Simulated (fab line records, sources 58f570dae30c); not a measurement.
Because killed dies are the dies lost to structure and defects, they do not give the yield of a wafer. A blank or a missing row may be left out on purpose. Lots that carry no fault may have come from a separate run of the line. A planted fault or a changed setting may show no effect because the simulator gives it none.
What tool caused it? | flow berkeleyCmos170 | 14 lots with 42 wafers sampled at 4 steps, on a route of 331 steps

WHAT THE GAUGES READ, wafer by wafer
UCB170_V2_BOW_MEAS_03.
lot  | measured     | on           | V2_BOW (um)
L923 | day 7 12:31  | filmMetro-02 | 36 30 40
L922 | day 7 13:03  | filmMetro-04 | 35 42 35
L924 | day 7 13:16  | filmMetro-01 | 44 40 37
L926 | day 7 20:03  | filmMetro-02 | 40 19 38
L927 | day 8 01:52  | filmMetro-04 | 43 31 29
L930 | day 8 17:59  | filmMetro-04 | 46 49 36
L929 | day 8 18:14  | filmMetro-01 | 42 26 34
L932 | day 9 02:22  | filmMetro-04 | 37 49 41
L931 | day 9 02:32  | filmMetro-01 | 48 46 42
L936 | day 9 20:54  | filmMetro-04 | 39 36 38
L940 | day 11 00:31 | filmMetro-01 | 42 38 20
L941 | day 11 11:35 | filmMetro-01 | 38 42 32
L943 | day 11 18:00 | filmMetro-01 | 35 57 39
L944 | day 12 04:40 | filmMetro-01 | 27 37 37

UCB170_M3_CD_MEAS_90: target cd 700 nm.
lot  | measured     | on       | cdNm (nm)
L923 | day 7 17:43  | cdSem-01 | 704.2 702.2 703.5
L922 | day 7 18:29  | cdSem-01 | 698.4 699.6 703.2
L924 | day 7 19:18  | cdSem-01 | 702.7 699.3 703.5
L926 | day 8 00:47  | cdSem-01 | 698.4 700.6 705.1
L927 | day 8 06:43  | cdSem-01 | 700.8 700.2 705.2
L930 | day 8 23:01  | cdSem-02 | 698.7 698.1 697.9
L929 | day 9 02:55  | cdSem-01 | 700.4 699.8 702.5
L932 | day 9 06:51  | cdSem-02 | 704.0 697.3 705.5
L931 | day 9 07:56  | cdSem-02 | 698.2 697.4 699.8
L936 | day 10 01:26 | cdSem-01 | 697.0 695.4 699.0
L940 | day 11 06:30 | cdSem-01 | 698.6 704.7 699.4
L941 | day 11 15:44 | cdSem-01 | 698.4 697.1 697.2
L943 | day 11 22:39 | cdSem-01 | 703.4 699.5 702.6
L944 | day 12 09:18 | cdSem-02 | 701.3 699.2 698.8

TOOL THAT RAN EACH LOT (tool first, then ch and the chambers of the sampled wafers, then the start)
lot  | UCB170_M1_ETCH_11                 | UCB170_M3_STRIP_07
L923 | rieDiel-04 ch 1,3, day 6 23:29    | plasmaAsher-01 ch 0,1, day 7 15:26
L922 | rieDiel-02 ch 2,3, day 7 04:25    | plasmaAsher-04 ch 0,1, day 7 15:59
L924 | rieDiel-03 ch 0,1, day 7 04:32    | plasmaAsher-03 ch 1, day 7 16:41
L926 | rieDiel-04 ch 0,2,3, day 7 08:13  | plasmaAsher-04 ch 0,1, day 7 22:53
L927 | rieDiel-03 ch 0,1,3, day 7 15:55  | plasmaAsher-04 ch 0,1, day 8 04:47
L930 | rieDiel-02 ch 1,2,3, day 8 04:54  | plasmaAsher-03 ch 0,1, day 8 21:14
L929 | rieDiel-02 ch 1,2,3, day 8 06:55  | plasmaAsher-04 ch 0,1, day 8 21:25
L932 | rieDiel-03 ch 0,2, day 8 13:44    | plasmaAsher-04 ch 0,1, day 9 05:13
L931 | rieDiel-04 ch 0,1, day 8 14:35    | plasmaAsher-01 ch 0,1, day 9 06:16
L936 | rieDiel-04 ch 0,1, day 9 11:52    | plasmaAsher-01 ch 0,1, day 9 23:50
L940 | rieDiel-04 ch 0,3, day 10 12:53   | plasmaAsher-01 ch 0,1, day 11 03:13
L941 | rieDiel-03 ch 0,2,3, day 11 01:30 | plasmaAsher-04 ch 0,1, day 11 14:08
L943 | rieDiel-03 ch 0,1,2, day 11 08:41 | plasmaAsher-03 ch 0,1, day 11 20:53
L944 | rieDiel-03 ch 0,1,2, day 11 17:53 | plasmaAsher-03 ch 0,1, day 12 07:27
- UCB170_M1_ETCH_11: etches BARC in N2/H2.
- UCB170_M3_STRIP_07: strips in O2.

AS READ BY THE TOOLS THEMSELVES (means over the sampled wafers that have a number; for cases with no such wafer, the mark the record gives instead)
UCB170_M1_ETCH_11.
lot  | tool       | drypumpMotorCurrentA (A) | h2FlowSccm (sccm) | oesProductAu (a.u.) | throttleValvePct (%)
L923 | rieDiel-04 | 5.5                      | 200.1             | 1.007               | 13.33
L922 | rieDiel-02 | 5.9                      | 199.6             | 1.025               | 13.27
L924 | rieDiel-03 | 5.6                      | 200.0             | 0.978               | 13.35
L926 | rieDiel-04 | 5.8                      | 200.5             | 1.021               | 13.44
L927 | rieDiel-03 | 5.7                      | 199.9             | 0.973               | 13.30
L930 | rieDiel-02 | 5.9                      | 200.3             | 1.008               | 13.27
L929 | rieDiel-02 | 5.9                      | 199.7             | 1.007               | 13.27
L932 | rieDiel-03 | 5.8                      | 199.5             | 0.994               | 13.39
L931 | rieDiel-04 | 6.0                      | 199.2             | 0.991               | 13.35
L936 | rieDiel-04 | 6.1                      | 200.2             | 0.993               | 13.35
L940 | rieDiel-04 | 5.7                      | 200.0             | 1.015               | 13.48
L941 | rieDiel-03 | 5.8                      | 200.9             | 1.001               | 13.34
L943 | rieDiel-03 | 5.7                      | 199.8             | 0.989               | 13.35
L944 | rieDiel-03 | 5.7                      | 199.5             | 0.989               | 13.34

UCB170_M3_STRIP_07.
lot  | tool           | drypumpMotorCurrentA (A) | oesProductAu (a.u.) | stripTimeToEndpointS (s)
L923 | plasmaAsher-01 | 5.2                      | 0.736               | 21.96
L922 | plasmaAsher-04 | 6.4                      | 0.735               | 21.90
L924 | plasmaAsher-03 | 5.8                      | 0.737               | 22.04
L926 | plasmaAsher-04 | 6.4                      | 0.733               | 22.06
L927 | plasmaAsher-04 | 6.4                      | 0.732               | 22.01
L930 | plasmaAsher-03 | 5.5                      | 0.736               | 22.07
L929 | plasmaAsher-04 | 6.4                      | 0.733               | 21.96
L932 | plasmaAsher-04 | 6.4                      | 0.734               | 21.90
L931 | plasmaAsher-01 | 5.2                      | 0.736               | 22.03
L936 | plasmaAsher-01 | 5.2                      | 0.733               | 21.93
L940 | plasmaAsher-01 | 5.5                      | 0.737               | 21.98
L941 | plasmaAsher-04 | 6.3                      | 0.734               | 22.11
L943 | plasmaAsher-03 | 5.3                      | 0.733               | 22.02
L944 | plasmaAsher-03 | 5.3                      | 0.737               | 21.96

THE ANSWER, worked out from the rows above alone
Rule: the lots themselves supply what counts as usual. Put in order of their means at a reading, lots are off if they are a third of the lots or fewer, leave a main group of 4 or more, and stand apart from it by a gap of 3 or more times the standard deviation of the main group's means; of several such gaps the widest counts. A main group whose means are all the same, to the digits that the tables above print for the reading, isn't used. Also off: a lot with no number at a reading for which 4 or more lots have one. All remaining lots with rows at the step are treated as sound. After the gauges, taken in route order, come the tools' own readings; for these a lot's mean is taken, as printed above. At the first step where some lot is off, the reading lying furthest off is the one used; lots without a number count as furthest.
Nothing can be told from this: no lot is off at any reading shown.

WHAT HAD BEEN PUT IN BY THE SIMULATOR
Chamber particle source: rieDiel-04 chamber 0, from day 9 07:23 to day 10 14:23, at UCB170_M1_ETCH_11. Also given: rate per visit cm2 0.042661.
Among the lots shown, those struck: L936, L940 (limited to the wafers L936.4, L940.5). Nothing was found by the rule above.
